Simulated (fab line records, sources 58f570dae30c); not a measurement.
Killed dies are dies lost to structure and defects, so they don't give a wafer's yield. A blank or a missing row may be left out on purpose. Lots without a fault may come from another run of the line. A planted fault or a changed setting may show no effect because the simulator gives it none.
fab line records | flow berkeley_cmos170
record lots=5 wafers=15 last_day=11
route steps=331 shown PSD@206 NSD@207 PLDD@208 NLDD@209 SILICIDE@210 CONTACT@216 M1@238
lots that met no fault: from a run of the same line without faults
start_h: hours from the record's first day to the start of the lot's first wafer shown | wait_h: hours since the lot's step before | " the same as in the row above | L1.1+2: a row that stands for several wafers | - no value, or no start given | * or withheld: withheld | < > ~ a bound
route shown NAME@n: a module of which the file shows steps, and the number in the route of the first | usual: mean/standard deviation of fault-free wafers | same: alike in all rows | chamber/n: place in a boat | sites: the reading at each site | _std_site: their standard deviation | _edge_site: outer sites' mean less inner sites' | radius_mm: how far each site lies from the wafer's centre | mask NAME#n: copy n | behind: the tool/chamber that last shaped the wafer | hold: why the lot was held/for how many hours/how that ended | device: the transistor (n, p or np) that didn't switch | end of line: the same wafers' tests at the end of the route | a step without rows: its recipe alone | killed: dies lost to structure and defects at the first sort, not the wafer's yield | map: a wafer's dies, x killed, . not, _ none there
set.NAME: the setting as run; set.NAME@STEP: as run at that earlier step | model.NAME: the simulator's own value behind a step, which no gauge read
lots at some steps of the route; a table a step, a row a wafer
services: from which hour (start_h, from the record's first day; less than 0 if before it) a tool's chamber was out of use, for how many hours, and why
## steps
# step UCB170_SDANNEAL_RS_MEAS_02
# recipe thk_meas_gauge=four-point-probe
# usual PSD_RS=75.55/0.3
# columns lot.wafer tool chamber start_h wait_h PSD_RS[ohm/sq]
L080.1 film_metro-02 - 167.30 0.0 75.36
L080.3 " - " " 75.64
L080.5 " - " " 75.38
L086.1 film_metro-03 - 191.51 0.0 75.52
L086.4 " - " " 75.59
L086.6 " - " " 75.88
L094.2 film_metro-04 - 232.64 0.1 75.81
L094.3 " - " " 75.82
L094.5 " - " " 75.82
L096.2 film_metro-02 - 234.53 0.1 75.76
L096.5 " - " " 75.20
L096.6 " - " " 75.06
L095.1 film_metro-03 - 234.96 0.0 75.62
L095.2 " - " " 75.54
L095.6 " - " " 75.92
# step UCB170_SDANNEAL_RS_MEAS_03
# recipe thk_meas_gauge=four-point-probe
# usual NSD_RS=37.24/0.11
# columns lot.wafer tool chamber start_h wait_h NSD_RS[ohm/sq]
L080.1 film_metro-02 - 167.42 0.1 37.19
L080.3 " - " " 37.26
L080.5 " - " " 37.26
L086.1 film_metro-03 - 191.63 0.1 37.25
L086.4 " - " " 37.40
L086.6 " - " " 37.34
L094.2 film_metro-04 - 232.76 0.1 37.35
L094.3 " - " " 37.25
L094.5 " - " " 37.37
L096.2 film_metro-02 - 234.65 0.1 37.28
L096.5 " - " " 37.22
L096.6 " - " " 37.15
L095.1 film_metro-03 - 235.08 0.1 37.34
L095.2 " - " " 37.17
L095.6 " - " " 37.28
# step UCB170_SDANNEAL_RS_MEAS_04
# recipe thk_meas_gauge=four-point-probe
# usual PLDD_RS=1031/3.3
# columns lot.wafer tool chamber start_h wait_h PLDD_RS[ohm/sq]
L080.1 film_metro-02 - 167.54 0.1 1027
L080.3 " - " " 1030
L080.5 " - " " 1027
L086.1 film_metro-03 - 191.75 0.1 1034
L086.4 " - " " 1035
L086.6 " - " " 1033
L094.2 film_metro-04 - 232.88 0.1 1035
L094.3 " - " " 1032
L094.5 " - " " 1035
L096.2 film_metro-02 - 234.77 0.1 1032
L096.5 " - " " 1033
L096.6 " - " " 1031
L095.1 film_metro-03 - 235.20 0.1 1031
L095.2 " - " " 1028
L095.6 " - " " 1028
# step UCB170_SDANNEAL_RS_MEAS_05
# recipe thk_meas_gauge=four-point-probe
# usual NLDD_RS=615.4/1.4
# columns lot.wafer tool chamber start_h wait_h NLDD_RS[ohm/sq]
L080.1 film_metro-02 - 167.66 0.1 613.1
L080.3 " - " " 612.6
L080.5 " - " " 613.1
L086.1 film_metro-03 - 191.87 0.1 614.1
L086.4 " - " " 613.5
L086.6 " - " " 612.4
L094.2 film_metro-04 - 233.00 0.1 617.5
L094.3 " - " " 616.7
L094.5 " - " " 618.2
L096.2 film_metro-02 - 234.89 0.1 616.2
L096.5 " - " " 616.0
L096.6 " - " " 614.6
L095.1 film_metro-03 - 235.32 0.1 614.8
L095.2 " - " " 613.9
L095.6 " - " " 615.0
# step UCB170_SILICIDE_PRE_CLEAN_00
# recipe gas=Ar preclean_etch_time_s=60
# columns lot.wafer tool chamber start_h wait_h
L080.1+3+5 pvd_sputter-01 - 167.78 0.1
L086.1+4+6 pvd_sputter-02 - 191.99 0.1
L094.2+3+5 pvd_sputter-01 - 233.10 0.1
L096.2+5+6 pvd_sputter-01 - 234.99 0.1
L095.1+2+6 pvd_sputter-02 - 235.44 0.1
# step UCB170_SILICIDE_SPUTTER_01
# recipe material=Ti target_thk_nm=30 time_s=25 power_w=1500 chamber_pressure_pa=0.5
# usual throttle_valve_pct=30.3/0.75
# columns lot.wafer tool chamber start_h wait_h throttle_valve_pct
L080.1 pvd_sputter-01 - 167.85 0.0 30.8
L080.3 " - " " 29.7
L080.5 " - " " 29.9
L086.1 pvd_sputter-02 - 192.05 0.0 29.6
L086.4 " - " " 30.3
L086.6 " - " " 30.4
L094.2 pvd_sputter-01 - 233.17 0.0 30.4
L094.3 " - " " 30.1
L094.5 " - " " 30.2
L096.2 pvd_sputter-01 - 235.06 0.0 30.1
L096.5 " - " " 30.1
L096.6 " - " " 30.0
L095.1 pvd_sputter-02 - 235.51 0.0 29.8
L095.2 " - " " 31.0
L095.6 " - " " 30.9
# step UCB170_SILICIDE_RS_MEAS_02
# recipe thk_meas_gauge=four-point-probe reads=Ti_of_SILICIDE_SPUTTER_01
# usual SILICIDE_TI_RS=26.0/0.41
# columns lot.wafer tool chamber start_h wait_h SILICIDE_TI_RS[ohm/sq]
L080.1 film_metro-01 - 167.88 0.0 26.4
L080.3 " - " " 26.4
L080.5 " - " " 26.6
L086.1 film_metro-02 - 192.08 0.0 25.8
L086.4 " - " " 26.0
L086.6 " - " " 26.0
L094.2 film_metro-02 - 233.22 0.0 25.7
L094.3 " - " " 25.3
L094.5 " - " " 25.5
L096.2 film_metro-04 - 235.14 0.1 26.4
L096.5 " - " " 26.5
L096.6 " - " " 26.3
L095.1 film_metro-02 - 235.54 0.0 25.0
L095.2 " - " " 25.7
L095.6 " - " " 25.9
# step UCB170_SILICIDE_THK_MEAS_03
# recipe thk_meas_gauge=xrf reads=Ti_of_SILICIDE_SPUTTER_01
# usual SILICIDE_TI_THK=30.9/0.41
# columns lot.wafer tool chamber start_h wait_h SILICIDE_TI_THK[nm]
L080.1 film_metro-01 - 168.00 0.1 30.5
L080.3 " - " " 30.6
L080.5 " - " " 30.2
L086.1 film_metro-02 - 192.20 0.1 31.1
L086.4 " - " " 30.8
L086.6 " - " " 30.8
L094.2 film_metro-02 - 233.33 0.1 31.2
L094.3 " - " " 31.7
L094.5 " - " " 31.2
L096.2 film_metro-04 - 235.25 0.1 30.6
L096.5 " - " " 30.5
L096.6 " - " " 30.8
L095.1 film_metro-02 - 235.66 0.1 31.8
L095.2 " - " " 31.1
L095.6 " - " " 30.9
# step UCB170_SILICIDE_RTA_04
# recipe temp_c=650 time_s=15 ambient=N2
# usual chamber_o2_ppm=2.002/0.02 lamp_power_pct=9.9/0.81 wafer_temp_C_max=652.8/0.53
# columns lot.wafer tool chamber start_h wait_h chamber_o2_ppm lamp_power_pct wafer_temp_C_max
L080.1 rtp_anneal-02 0 168.06 0.1 2.017 10.7 652.4
L080.3 " 0 " " 2.000 10.7 652.7
L080.5 " 0 " " 2.021 10.7 652.9
L086.1 rtp_anneal-02 0 192.26 0.1 2.031 10.7 652.5
L086.4 " 0 " " 1.999 10.7 653.0
L086.6 " 0 " " 1.988 10.7 653.2
L094.2 rtp_anneal-02 0 233.39 0.1 2.042 10.7 654.0
L094.3 " 0 " " 2.024 10.7 653.6
L094.5 " 0 " " 1.987 10.7 652.5
L096.2 rtp_anneal-01 0 235.31 0.1 1.988 9.0 652.6
L096.5 " 0 " " 2.001 9.0 652.8
L096.6 " 0 " " 1.958 9.0 652.7
L095.1 rtp_anneal-02 0 235.72 0.1 1.978 10.7 652.3
L095.2 " 0 " " 1.978 10.7 653.0
L095.6 " 0 " " 1.986 10.7 652.8
# step UCB170_SILICIDE_WET_ETCH_05
# recipe chemistry=SPM time_s=45 temp_c=120 target=Ti
# columns lot.wafer tool chamber start_h wait_h
L080.1+3+5 wet_bench-04 3 169.79 1.7
L086.1+4+6 wet_bench-01 1 192.35 0.1
L094.2+3+5 wet_bench-04 0 233.46 0.1
L096.2+5+6 wet_bench-01 0 235.38 0.1
L095.1+2+6 wet_bench-01 1 235.95 0.2
# step UCB170_CONTACT_CLEAN_00
# recipe chemistry=SPM temp_c=120 time_s=600
# columns lot.wafer tool chamber start_h wait_h
L080.1+3+5 wet_bench-04 2 170.24 0.4
L086.1+4+6 wet_bench-03 3 192.38 0.0
L094.2+3+5 wet_bench-04 3 233.48 0.0
L096.2+5+6 wet_bench-01 2 235.40 0.0
L095.1+2+6 wet_bench-01 2 235.97 0.0
# step UCB170_CONTACT_CVD_01
# recipe material=PSG target_thk_nm=700 temp_c=450 precursor=SiH4/O2/PH3 time_s=2820 pressure_mtorr=300 sih4_flow_sccm=60 o2_flow_sccm=90 ph3_flow_sccm=25
# usual susceptor_temp_C=449.98/0.25
# columns lot.wafer tool chamber start_h wait_h susceptor_temp_C
L080.1 lpcvd-02 1 170.42 0.0 450.24
L080.3 " 1 " " 449.97
L080.5 " 1 " " 449.97
L086.1 lpcvd-01 1 193.87 1.3 450.46
L086.4 " 1 " " 450.35
L086.6 " 1 " " 450.26
L094.2 lpcvd-02 1 235.10 1.4 450.42
L094.3 " 1 " " 450.03
L094.5 " 1 " " 450.19
L095.1 lpcvd-02 0 236.88 0.7 450.25
L095.2 " 0 " " 450.20
L095.6 " 0 " " 449.90
L096.2 lpcvd-02 1 236.88 1.3 450.13
L096.5 " 1 " " 450.06
L096.6 " 1 " " 449.89
# step UCB170_CONTACT_THK_MEAS_02
# recipe reads=PSG_of_CONTACT_CVD_01
# usual CONTACT_PSG_THK=700/7.2
# columns lot.wafer tool chamber start_h wait_h CONTACT_PSG_THK[nm]
L080.1 film_metro-01 - 172.20 0.0 696
L080.3 " - " " 693
L080.5 " - " " 693
L086.1 film_metro-01 - 195.65 0.0 713
L086.4 " - " " 715
L086.6 " - " " 709
L094.2 film_metro-01 - 236.89 0.0 698
L094.3 " - " " 696
L094.5 " - " " 700
L095.1 film_metro-01 - 238.66 0.0 679
L095.2 " - " " 682
L095.6 " - " " 683
L096.2 film_metro-02 - 238.67 0.0 696
L096.5 " - " " 694
L096.6 " - " " 695
# step UCB170_CONTACT_HMDS_03
# recipe prime_time_s=60 prime_temp_c=100
# columns lot.wafer tool chamber start_h wait_h
L080.1+3+5 litho_track-02 0 172.30 0.1
L086.1+4+6 litho_track-02 0 195.71 0.1
L094.2+3+5 litho_track-03 0 237.10 0.2
L096.2+5+6 litho_track-02 0 238.75 0.1
L095.1+2+6 litho_track-04 0 238.77 0.1
# step UCB170_CONTACT_COAT_04
# recipe resist=KrF spin_rpm=1500 resist_thk_nm=900
# columns lot.wafer tool chamber start_h wait_h
L080.1+3+5 litho_track-02 0 172.45 0.1
L086.1+4+6 litho_track-02 0 195.86 0.1
L094.2+3+5 litho_track-03 0 237.25 0.1
L096.2+5+6 litho_track-02 0 238.90 0.1
L095.1+2+6 litho_track-04 0 238.92 0.1
# step UCB170_CONTACT_SOFTBAKE_05
# recipe resist=KrF temp_c=130 time_s=60
# usual heater_power_total_W=56.79/0.047
# columns lot.wafer tool chamber start_h wait_h heater_power_total_W
L080.1 litho_track-02 0 172.60 0.1 56.78
L080.3 " 0 " " 56.81
L080.5 " 0 " " 56.83
L086.1 litho_track-02 0 196.01 0.1 56.86
L086.4 " 0 " " 56.77
L086.6 " 0 " " 56.83
L094.2 litho_track-03 0 237.40 0.1 56.75
L094.3 " 0 " " 56.84
L094.5 " 0 " " 56.84
L096.2 litho_track-02 0 239.05 0.1 56.80
L096.5 " 0 " " 56.81
L096.6 " 0 " " 56.78
L095.1 litho_track-04 0 239.07 0.1 56.88
L095.2 " 0 " " 56.82
L095.6 " 0 " " 56.82
# step UCB170_CONTACT_STRIP_06
# recipe chemistry=O2 power_w=400 pressure_mtorr=3500 platen_temp_c=withheld o2_flow_sccm=400 overash_fraction=0.5
# usual drypump_motor_current_A=5.81/0.23 oes_product_au=0.735/0.0045 strip_time_to_endpoint_s=22.00/0.072
# columns lot.wafer tool chamber start_h wait_h drypump_motor_current_A oes_product_au rf_hours_counter_h strip_time_to_endpoint_s
L080.1 plasma_asher-02 1 172.75 0.1 5.79 0.736 7 22.04
L080.3 " 1 " " 5.81 0.739 - 22.00
L080.5 " 1 " " 5.75 0.734 - 21.99
L086.1 plasma_asher-04 1 196.16 0.1 6.08 0.738 40 22.03
L086.4 " 0 " " 5.88 0.731 - 21.97
L086.6 " 1 " " 6.09 0.741 - 22.00
L094.2 plasma_asher-03 0 237.53 0.1 5.95 0.738 51 21.88
L094.3 " 1 " " 5.65 0.728 - 21.95
L094.5 " 1 " " 5.66 0.728 - 21.89
L096.2 plasma_asher-04 0 239.17 0.1 5.89 0.734 46 22.03
L096.5 " 1 " " 6.09 0.736 - 22.04
L096.6 " 0 " " 5.89 0.728 - 22.10
L095.1 plasma_asher-02 1 239.22 0.1 5.83 0.744 16 21.95
L095.2 " 0 " " 5.40 0.733 16 22.01
L095.6 " 0 " " 5.38 0.734 - 21.96
# step UCB170_CONTACT_CLEAN_07
# recipe chemistry=SPM temp_c=120 time_s=600
# columns lot.wafer tool chamber start_h wait_h
L080.1+3+5 wet_bench-03 3 173.00 0.2
L086.1+4+6 wet_bench-04 1 196.62 0.4
L094.2+3+5 wet_bench-01 2 237.63 0.1
L096.2+5+6 wet_bench-03 3 239.27 0.1
L095.1+2+6 wet_bench-04 0 239.32 0.1
# step UCB170_CONTACT_RTA_08
# recipe temp_c=900 time_s=10 ambient=N2
# usual chamber_o2_ppm=1.997/0.022 lamp_power_pct=22.7/1.9 wafer_temp_C_max=903.8/0.78
# columns lot.wafer tool chamber start_h wait_h chamber_o2_ppm lamp_power_pct wafer_temp_C_max
L080.1 rtp_anneal-02 0 173.20 0.0 2.024 24.9 903.9
L080.3 " 0 " " 1.989 24.9 904.0
L080.5 " 0 " " 2.019 24.9 904.6
L086.1 rtp_anneal-02 0 196.81 0.0 2.030 24.9 903.5
L086.4 " 0 " " 1.969 24.9 904.6
L086.6 " 0 " " 1.998 24.9 904.6
L094.2 rtp_anneal-02 0 237.81 0.0 2.023 24.9 904.6
L094.3 " 0 " " 1.994 24.9 903.0
L094.5 " 0 " " 2.017 24.9 902.5
L095.1 rtp_anneal-01 0 239.49 0.0 2.001 21.1 904.4
L095.2 " 0 " " 1.998 21.1 902.6
L095.6 " 0 " " 1.976 21.1 903.3
L096.2 rtp_anneal-02 0 239.63 0.0 1.969 24.9 903.1
L096.5 " 0 " " 2.007 24.9 905.5
L096.6 " 0 " " 2.018 24.9 904.0
# step UCB170_CONTACT_COAT_09
# recipe resist=BARC temp_c=withheld time_s=withheld spin_rpm=3000 resist_thk_nm=withheld
# columns lot.wafer tool chamber start_h wait_h
L080.1+3+5 litho_track-02 0 173.26 0.1
L086.1+4+6 litho_track-02 0 197.14 0.3
L094.2+3+5 litho_track-04 0 237.89 0.1
L095.1+2+6 litho_track-03 0 239.83 0.3
L096.2+5+6 litho_track-02 0 239.92 0.3
# step UCB170_CONTACT_COAT_10
# recipe resist=KrF spin_rpm=1500 resist_thk_nm=900
# columns lot.wafer tool chamber start_h wait_h
L080.1+3+5 litho_track-02 0 - -
L086.1+4+6 litho_track-02 0 - -
L094.2+3+5 litho_track-04 0 - -
L095.1+2+6 litho_track-03 0 - -
L096.2+5+6 litho_track-02 0 - -
# step UCB170_CONTACT_SOFTBAKE_11
# recipe resist=KrF temp_c=130 time_s=60
# usual heater_power_total_W=56.80/0.051
# columns lot.wafer tool chamber start_h wait_h heater_power_total_W
L080.1 litho_track-02 0 - - 56.72
L080.3 " 0 " " 56.75
L080.5 " 0 " " 56.73
L086.1 litho_track-02 0 - - 56.80
L086.4 " 0 " " 56.85
L086.6 " 0 " " 56.79
L094.2 litho_track-04 0 - - 56.80
L094.3 " 0 " " 56.82
L094.5 " 0 " " 56.78
L095.1 litho_track-03 0 - - 56.71
L095.2 " 0 " " 56.79
L095.6 " 0 " " 56.76
L096.2 litho_track-02 0 - - 56.70
L096.5 " 0 " " 56.84
L096.6 " 0 " " 56.80
# step UCB170_CONTACT_EXPOSE_12
# recipe mask_id=CONT target_cd_nm=700 na=0.5 sigma_outer=0.6 source_shape=conventional dose_mj=35
# columns lot.wafer tool chamber start_h wait_h mask
L080.1+3+5 krf_scanner-02 0 173.71 - CONT#0
L086.1+4+6 krf_scanner-02 0 197.74 - CONT#0
L094.2+3+5 krf_scanner-02 0 238.46 - CONT#0
L095.1+2+6 krf_scanner-02 0 240.28 - CONT#0
L096.2+5+6 krf_scanner-01 0 240.65 - CONT#0
# step UCB170_CONTACT_PEB_13
# recipe peb_temp_c=130 peb_time_s=withheld resist=KrF
# usual heater_power_total_W=56.80/0.046
# columns lot.wafer tool chamber start_h wait_h heater_power_total_W
L080.1 litho_track-03 0 173.90 0.2 56.81
L080.3 " 0 " " 56.84
L080.5 " 0 " " 56.74
L086.1 litho_track-02 0 198.14 0.4 56.73
L086.4 " 0 " " 56.80
L086.6 " 0 " " 56.85
L094.2 litho_track-03 0 238.58 0.1 56.77
L094.3 " 0 " " 56.76
L094.5 " 0 " " 56.79
L095.1 litho_track-02 0 240.40 0.1 56.89
L095.2 " 0 " " 56.78
L095.6 " 0 " " 56.83
L096.2 litho_track-04 0 241.14 0.5 56.83
L096.5 " 0 " " 56.81
L096.6 " 0 " " 56.73
# step UCB170_CONTACT_DEVELOP_14
# recipe developer=TMAH develop_time_s=45 resist=KrF dev_temp_c=21
# columns lot.wafer tool chamber start_h wait_h
L080.1+3+5 litho_track-03 0 - -
L086.1+4+6 litho_track-02 0 - -
L094.2+3+5 litho_track-03 0 - -
L095.1+2+6 litho_track-02 0 - -
L096.2+5+6 litho_track-04 0 - -
# step UCB170_CONTACT_CD_MEAS_15
# recipe target_cd_nm=700
# usual cd_nm=699.5/1.7
# columns lot.wafer tool chamber start_h wait_h cd_nm
L080.1 cd_sem-02 - 174.18 - 702.8
L080.3 " - " " 701.9
L080.5 " - " " 702.0
L086.1 cd_sem-01 - 198.50 - 699.5
L086.4 " - " " 699.0
L086.6 " - " " 700.9
L094.2 cd_sem-01 - 238.85 - 697.8
L094.3 " - " " 699.1
L094.5 " - " " 697.9
L095.1 cd_sem-01 - 240.68 - 699.5
L095.2 " - " " 699.9
L095.6 " - " " 700.5
L096.2 cd_sem-01 - 241.41 - 702.3
L096.5 " - " " 702.5
L096.6 " - " " 702.1
# step UCB170_CONTACT_OVL_MEAS_16
# usual CONTACT_OVL=5/4.9
# columns lot.wafer tool chamber start_h wait_h CONTACT_OVL[nm]
L080.1 overlay-01 - 174.30 0.1 9
L080.3 " - " " 7
L080.5 " - " " 11
L086.1 overlay-02 - 198.62 0.1 12
L086.4 " - " " 8
L086.6 " - " " 9
L094.2 overlay-02 - 238.96 0.1 12
L094.3 " - " " 12
L094.5 " - " " 13
L095.1 overlay-01 - 240.80 0.1 7
L095.2 " - " " 6
L095.6 " - " " -5
L096.2 overlay-01 - 241.52 0.1 2
L096.5 " - " " -5
L096.6 " - " " -3
# step UCB170_CONTACT_ETCH_17
# recipe chemistry=N2/H2 target_depth_a=withheld overetch_a=withheld target=BARC time_s=withheld source_w=500 bias_w=100 pressure_mtorr=30 n2_flow_sccm=100 h2_flow_sccm=200
# usual drypump_motor_current_A=5.6/0.4 n2_flow_sccm=100.03/0.29 oes_product_au=1.00/0.03 throttle_valve_pct=13.34/0.18
# columns lot.wafer tool chamber start_h wait_h drypump_motor_current_A n2_flow_sccm oes_product_au throttle_valve_pct
L080.1 rie_diel-01 3 174.34 0.0 5.7 100.17 0.99 13.36
L080.3 " 2 " " 5.3 100.25 1.01 13.08
L080.5 " 2 " " 5.3 99.90 1.01 13.10
L086.1 rie_diel-04 0 198.66 0.0 5.1 99.66 0.93 13.21
L086.4 " 2 " " 5.9 100.00 1.02 13.48
L086.6 " 3 " " 6.2 100.16 0.97 13.19
L094.2 rie_diel-04 1 238.99 0.0 5.3 99.69 1.00 13.54
L094.3 " 0 " " 5.1 99.66 0.93 13.19
L094.5 " 0 " " 5.1 99.70 0.94 13.20
L095.1 rie_diel-04 0 240.83 0.0 5.1 100.10 0.93 13.19
L095.2 " 2 " " 5.9 100.21 1.03 13.52
L095.6 " 2 " " 5.9 100.16 1.03 13.52
L096.2 rie_diel-01 1 241.55 0.0 6.2 100.32 1.02 13.64
L096.5 " 0 " " 5.6 100.32 1.00 13.31
L096.6 " 1 " " 6.2 100.40 1.02 13.63
# step UCB170_CONTACT_ETCH_18
# recipe chemistry=CHF3/CF4/Ar target=PSG stop_on=TiSi2 CHF3_flow_sccm=45 cf4_flow_sccm=15 Ar_flow_sccm=150 pressure_mtorr=200 rf_w=700 target_depth_a=8400 over_etch_frac=0.2 time_s=195
# usual CHF3_flow_sccm=45.01/0.13 drypump_motor_current_A=5.6/0.4 oes_product_au=0.893/0.019 throttle_valve_pct=6.95/0.11
# columns lot.wafer tool chamber start_h wait_h CHF3_flow_sccm drypump_motor_current_A oes_product_au rf_hours_counter_h throttle_valve_pct
L080.1 rie_diel-01 3 - - 44.89 5.6 0.867 136 6.97
L080.3 " 2 " " 44.90 5.3 0.892 4 6.81
L080.5 " 2 " " 44.96 5.2 0.896 - 6.80
L086.1 rie_diel-04 0 - - 44.91 5.1 0.878 14 6.89
L086.4 " 2 " " 45.04 5.9 0.917 147 7.02
L086.6 " 3 " " 45.19 6.2 0.883 - 6.83
L094.2 rie_diel-04 1 - - 45.17 5.3 0.876 138 7.14
L094.3 " 0 " " 45.11 5.0 0.858 16 6.90
L094.5 " 0 " " 44.89 5.1 0.863 - 6.90
L095.1 rie_diel-04 0 - - 45.03 5.0 0.851 16 6.91
L095.2 " 2 " " 45.03 5.9 0.913 1 7.03
L095.6 " 2 " " 45.09 5.9 0.918 - 7.04
L096.2 rie_diel-01 1 - - 44.93 6.2 0.894 4 7.09
L096.5 " 0 " " 44.88 5.6 0.912 - 6.92
L096.6 " 1 " " 44.99 6.2 0.898 - 7.11
# step UCB170_CONTACT_STRIP_19
# recipe chemistry=O2 power_w=400 pressure_mtorr=3500 platen_temp_c=withheld o2_flow_sccm=400 overash_fraction=0.5
# usual drypump_motor_current_A=5.79/0.24 oes_product_au=0.725/0.0048
# columns lot.wafer tool chamber start_h wait_h drypump_motor_current_A oes_product_au rf_hours_counter_h
L080.1 plasma_asher-02 0 174.50 - 5.39 0.725 8
L080.3 " 1 " " 5.84 0.723 -
L080.5 " 0 " " 5.39 0.726 -
L086.1 plasma_asher-02 0 198.83 - 5.39 0.722 11
L086.4 " 1 " " 5.79 0.720 -
L086.6 " 0 " " 5.38 0.726 -
L094.2 plasma_asher-03 1 239.16 - 5.67 0.722 52
L094.3 " 0 " " 5.92 0.729 -
L094.5 " 1 " " 5.67 0.724 -
L095.1 plasma_asher-04 0 241.00 - 5.86 0.730 46
L095.2 " 1 " " 6.10 0.723 46
L095.6 " 1 " " 6.13 0.729 -
L096.2 plasma_asher-04 0 241.72 - 5.90 0.717 46
L096.5 " 1 " " 6.15 0.731 -
L096.6 " 0 " " 5.88 0.728 -
# step UCB170_CONTACT_CD_MEAS_90
# recipe target_cd_nm=700
# usual cd_nm=699.1/2.2
# columns lot.wafer tool chamber start_h wait_h cd_nm
L080.1 cd_sem-02 - 174.60 0.1 705.0
L080.3 " - " " 701.3
L080.5 " - " " 701.5
L086.1 cd_sem-01 - 198.93 0.1 697.3
L086.4 " - " " 699.0
L086.6 " - " " 699.2
L094.2 cd_sem-01 - 239.28 0.1 697.1
L094.3 " - " " 698.2
L094.5 " - " " 696.7
L095.1 cd_sem-01 - 241.10 0.1 698.4
L095.2 " - " " 701.3
L095.6 " - " " 701.9
L096.2 cd_sem-01 - 241.84 0.1 702.2
L096.5 " - " " 701.5
L096.6 " - " " 702.7
# step UCB170_CONTACT_CLEAN_20
# recipe chemistry=SPM temp_c=120 time_s=600
# columns lot.wafer tool chamber start_h wait_h
L080.1+3+5 wet_bench-03 1 174.72 0.1
L086.1+4+6 wet_bench-03 1 199.28 0.3
L094.2+3+5 wet_bench-01 2 239.38 0.1
L095.1+2+6 wet_bench-03 2 241.22 0.1
L096.2+5+6 wet_bench-01 3 241.94 0.1
# step UCB170_M1_SPUTTER_00
# recipe material=Al target_thk_nm=600 time_s=80 power_w=6000 chamber_pressure_pa=0.5
# usual throttle_valve_pct=30.5/0.6
# columns lot.wafer tool chamber start_h wait_h throttle_valve_pct
L080.1 pvd_sputter-02 - 174.91 0.0 29.3
L080.3 " - " " 30.5
L080.5 " - " " 30.3
L086.1 pvd_sputter-01 - 199.45 0.0 30.6
L086.4 " - " " 29.8
L086.6 " - " " 29.9
L094.2 pvd_sputter-02 - 239.57 0.0 29.5
L094.3 " - " " 29.9
L094.5 " - " " 30.5
L095.1 pvd_sputter-04 - 241.57 0.0 30.9
L095.2 " - " " 31.2
L095.6 " - " " 31.0
L096.2 pvd_sputter-01 - 242.13 0.0 30.5
L096.5 " - " " 30.0
L096.6 " - " " 30.0
# step UCB170_M1_RS_MEAS_01
# recipe thk_meas_gauge=four-point-probe reads=Al_of_M1_SPUTTER_00
# usual M1_AL_RS=0.0487/0.00074
# columns lot.wafer tool chamber start_h wait_h M1_AL_RS[ohm/sq]
L080.1 film_metro-03 - 174.97 0.0 0.0494
L080.3 " - " " 0.0490
L080.5 " - " " 0.0488
L086.1 film_metro-03 - 199.52 0.0 0.0493
L086.4 " - " " 0.0480
L086.6 " - " " 0.0488
L094.2 film_metro-02 - 239.65 0.1 0.0495
L094.3 " - " " 0.0479
L094.5 " - " " 0.0486
L095.1 film_metro-03 - 241.63 0.0 0.0471
L095.2 " - " " 0.0490
L095.6 " - " " 0.0490
L096.2 film_metro-02 - 242.21 0.1 0.0483
L096.5 " - " " 0.0481
L096.6 " - " " 0.0474
# step UCB170_M1_THK_MEAS_02
# recipe thk_meas_gauge=xrf reads=Al_of_M1_SPUTTER_00
# usual M1_AL_THK=599/8.8
# columns lot.wafer tool chamber start_h wait_h M1_AL_THK[nm]
L080.1 film_metro-03 - 175.09 0.1 586
L080.3 " - " " 589
L080.5 " - " " 591
L086.1 film_metro-03 - 199.64 0.1 588
L086.4 " - " " 603
L086.6 " - " " 594
L094.2 film_metro-02 - 239.76 0.1 592
L094.3 " - " " 608
L094.5 " - " " 597
L095.1 film_metro-03 - 241.75 0.1 613
L095.2 " - " " 593
L095.6 " - " " 591
L096.2 film_metro-02 - 242.32 0.1 601
L096.5 " - " " 606
L096.6 " - " " 614
# step UCB170_M1_COAT_03
# recipe resist=BARC temp_c=withheld time_s=withheld spin_rpm=3000 resist_thk_nm=withheld
# columns lot.wafer tool chamber start_h wait_h
L080.1+3+5 litho_track-01 0 175.39 0.3
L086.1+4+6 litho_track-03 0 199.94 0.3
L094.2+3+5 litho_track-04 0 239.97 0.2
L095.1+2+6 litho_track-01 0 242.19 0.4
L096.2+5+6 litho_track-01 0 242.67 0.3
# step UCB170_M1_COAT_04
# recipe resist=KrF spin_rpm=1500 resist_thk_nm=900
# columns lot.wafer tool chamber start_h wait_h
L080.1+3+5 litho_track-01 0 - -
L086.1+4+6 litho_track-03 0 - -
L094.2+3+5 litho_track-04 0 - -
L095.1+2+6 litho_track-01 0 - -
L096.2+5+6 litho_track-01 0 - -
# step UCB170_M1_SOFTBAKE_05
# recipe resist=KrF temp_c=130 time_s=60
# usual heater_power_total_W=56.81/0.045
# columns lot.wafer tool chamber start_h wait_h heater_power_total_W
L080.1 litho_track-01 0 - - 56.79
L080.3 " 0 " " 56.78
L080.5 " 0 " " 56.80
L086.1 litho_track-03 0 - - 56.88
L086.4 " 0 " " 56.83
L086.6 " 0 " " 56.81
L094.2 litho_track-04 0 - - 56.84
L094.3 " 0 " " 56.79
L094.5 " 0 " " 56.85
L095.1 litho_track-01 0 - - 56.83
L095.2 " 0 " " 56.78
L095.6 " 0 " " 56.80
L096.2 litho_track-01 0 - - 56.81
L096.5 " 0 " " 56.83
L096.6 " 0 " " 56.80
# step UCB170_M1_EXPOSE_06
# recipe mask_id=METAL1 target_cd_nm=700 na=0.5 sigma_outer=0.6 source_shape=conventional dose_mj=21
# columns lot.wafer tool chamber start_h wait_h mask
L080.1+3+5 krf_scanner-01 0 175.84 - METAL1#0
L086.1+4+6 krf_scanner-01 0 200.39 - METAL1#0
L094.2+3+5 krf_scanner-01 0 240.54 - METAL1#0
L095.1+2+6 krf_scanner-01 0 242.64 - METAL1#0
L096.2+5+6 krf_scanner-01 0 243.11 - METAL1#0
## services
# columns tool chamber start_h hours kind
rtp_anneal-02 - 144.34 6.0 pm
plasma_asher-02 - 146.21 1.0 repair
litho_track-01 - 149.99 - consumable_replace:filter
krf_scanner-01 - 150.14 1.3 pm
krf_scanner-01 - 152.01 4.4 pm
plasma_asher-03 - 152.96 14.6 pm
pvd_sputter-02 - 153.82 3.0 repair
krf_scanner-02 - 159.95 0.8 pm
rie_diel-01 1 165.87 - clean
rie_diel-01 1 165.87 16.3 scheduled_down
plasma_asher-04 - 166.36 14.6 pm
rie_diel-04 3 166.57 13.6 repair
litho_track-03 - 188.40 - consumable_replace:filter
krf_scanner-01 - 191.91 3.6 pm
lpcvd-02 - 196.03 2.8 pm
krf_scanner-01 - 201.05 1.0 pm
pvd_sputter-02 3 204.91 - consumable_replace:kit
pvd_sputter-02 3 204.91 18.0 scheduled_down
pvd_sputter-02 3 204.91 18.0 vent_cycle
rie_diel-04 2 210.61 - clean
rie_diel-04 2 210.61 17.3 scheduled_down
rie_diel-04 2 210.61 17.3 vent_cycle
rtp_anneal-01 - 230.79 3.4 pm
krf_scanner-01 - 242.27 0.2 repair
## key
fault none
